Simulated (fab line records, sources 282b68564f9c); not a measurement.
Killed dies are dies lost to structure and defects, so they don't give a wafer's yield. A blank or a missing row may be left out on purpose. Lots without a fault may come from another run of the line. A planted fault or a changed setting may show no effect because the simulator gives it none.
Which tool did it? | flow rit_cmos | 13 lots, 39 wafers sampled, at 4 steps of a route of 202

WHAT THE GAUGES READ, wafer by wafer
RIT_PWELL_TW_MEAS_10.
lot  | measured    | on            | PWELL_TW
L414 | day 1 23:13 | film_metro-04 | 947 949 941
L416 | day 2 08:29 | film_metro-01 | 952 950 954
L417 | day 2 13:44 | film_metro-01 | 955 954 956
L418 | day 2 18:39 | film_metro-03 | 945 942 943
L420 | day 3 04:56 | film_metro-04 | 939 940 944
L421 | day 3 10:04 | film_metro-01 | 958 952 958
L422 | day 3 14:26 | film_metro-04 | 938 941 941
L425 | day 4 06:44 | film_metro-01 | 959 955 950
L426 | day 4 11:58 | film_metro-04 | 935 940 933
L428 | day 4 22:14 | film_metro-01 | 961 959 955
L435 | day 6 07:45 | film_metro-04 | 943 950 944
L436 | day 6 13:11 | film_metro-04 | 938 944 944
L437 | day 6 18:59 | film_metro-04 | 941 945 945

RIT_M1_RS_MEAS_01: measures by four-point-probe.
lot  | measured    | on            | M1_AL_RS (ohm/sq)
L414 | day 3 08:13 | film_metro-03 | 0.0727 0.0744 0.0726
L416 | day 3 14:25 | film_metro-03 | 0.0737 0.0731 0.0752
L417 | day 3 20:04 | film_metro-01 | 0.0729 0.0719 0.0716
L418 | day 4 00:32 | film_metro-02 | 0.0742 0.0733 0.0732
L420 | day 4 11:23 | film_metro-02 | 0.0741 0.0741 0.0740
L421 | day 4 17:23 | film_metro-03 | 0.0734 0.0731 0.0736
L422 | day 4 20:32 | film_metro-02 | 0.0724 0.0737 0.0736
L425 | day 5 18:08 | film_metro-01 | 0.0742 0.0731 0.0728
L426 | day 5 20:41 | film_metro-01 | 0.0733 0.0740 0.0745
L428 | day 6 04:28 | film_metro-02 | 0.0741 0.0746 0.0746
L435 | day 7 15:37 | film_metro-02 | 0.0735 0.0546 0.0737
L436 | day 7 18:34 | film_metro-01 | 0.0732 0.0742 0.0724
L437 | day 8 00:25 | film_metro-02 | 0.0732 0.0741 0.0745

RIT_M1_THK_MEAS_02: measures by xrf.
lot  | measured    | on            | M1_AL_THK (nm)
L414 | day 3 08:19 | film_metro-03 | 407 398 407
L416 | day 3 14:31 | film_metro-03 | 402 405 394
L417 | day 3 20:11 | film_metro-01 | 401 407 410
L418 | day 4 00:38 | film_metro-02 | 395 399 402
L420 | day 4 11:30 | film_metro-02 | 394 393 399
L421 | day 4 17:31 | film_metro-03 | 405 404 402
L422 | day 4 20:40 | film_metro-02 | 405 395 401
L425 | day 5 18:15 | film_metro-01 | 396 403 405
L426 | day 5 20:49 | film_metro-01 | 403 400 396
L428 | day 6 04:34 | film_metro-02 | 394 389 392
L435 | day 7 15:44 | film_metro-02 | 397 531 394
L436 | day 7 18:41 | film_metro-01 | 401 398 406
L437 | day 8 00:32 | film_metro-02 | 398 394 390

WHICH TOOL RAN EACH LOT (tool, then ch and the chambers of the sampled wafers, then the start)
lot  | RIT_M1_SPUTTER_00
L414 | pvd_sputter-03, day 3 07:53
L416 | pvd_sputter-03, day 3 14:04
L417 | pvd_sputter-04, day 3 19:46
L418 | pvd_sputter-03, day 4 00:13
L420 | pvd_sputter-03, day 4 11:04
L421 | pvd_sputter-04, day 4 17:05
L422 | pvd_sputter-03, day 4 20:14
L425 | pvd_sputter-03, day 5 17:50
L426 | pvd_sputter-02, day 5 20:24
L428 | pvd_sputter-03, day 6 04:08
L435 | pvd_sputter-02, day 7 15:19
L436 | pvd_sputter-04, day 7 18:15
L437 | pvd_sputter-03, day 8 00:07
- RIT_M1_SPUTTER_00: material Al, target thk 400 nm, time 500 s.

WHAT THE TOOLS THEMSELVES READ (means of the sampled wafers that have a number; where no wafer has one, the mark that the record gives instead)
RIT_M1_SPUTTER_00.
lot  | tool           | throttle_valve_pct (%)
L414 | pvd_sputter-03 | 30.9
L416 | pvd_sputter-03 | 31.0
L417 | pvd_sputter-04 | 29.8
L418 | pvd_sputter-03 | 31.2
L420 | pvd_sputter-03 | 30.1
L421 | pvd_sputter-04 | 30.3
L422 | pvd_sputter-03 | 30.6
L425 | pvd_sputter-03 | 31.9
L426 | pvd_sputter-02 | 29.4
L428 | pvd_sputter-03 | 30.5
L435 | pvd_sputter-02 | 29.5
L436 | pvd_sputter-04 | 29.9
L437 | pvd_sputter-03 | 30.4

THE ANSWER, worked out from the rows above alone
Rule: what is usual is taken from the lots themselves. Put in order of their means at a reading, lots are off if they are a third of the lots or fewer, leave a main group of 4 or more, and stand apart from it by a gap of 3 or more times the standard deviation of the main group's means; of several such gaps the widest counts. A main group whose means are all the same, to the digits that the tables above print for the reading, isn't used. A lot without any number at a reading at which 4 lots or more have one is off too. The other lots that the step has rows for count as sound. The gauges are gone through in route order, then the tools' own readings, and for those a lot's mean is taken as printed above. The first step at which some lot is off is used, and at that step the reading that is off furthest; a lot without a number counts as furthest.
Off: L435, at RIT_M1_RS_MEAS_01 (M1_AL_RS). The main group: mean 0.0735 ohm/sq, standard deviation 0.00057.
A tool fits if, at a process step before that reading, it ran every lot that is off, and no sound lot after the first of them. The gauges at RIT_M1_RS_MEAS_01 are tried like those tools. One fits: pvd_sputter-02 at RIT_M1_SPUTTER_00. Its last sound lot is L426 (day 5 20:24), its first lot that is off L435 (day 7 15:19): a fault that began between those two fits.

WHAT THE SIMULATOR HAD PUT IN
Process parameter drift: pvd_sputter-02, from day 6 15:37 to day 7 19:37, at RIT_M1_SPUTTER_00. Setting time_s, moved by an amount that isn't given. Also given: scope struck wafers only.
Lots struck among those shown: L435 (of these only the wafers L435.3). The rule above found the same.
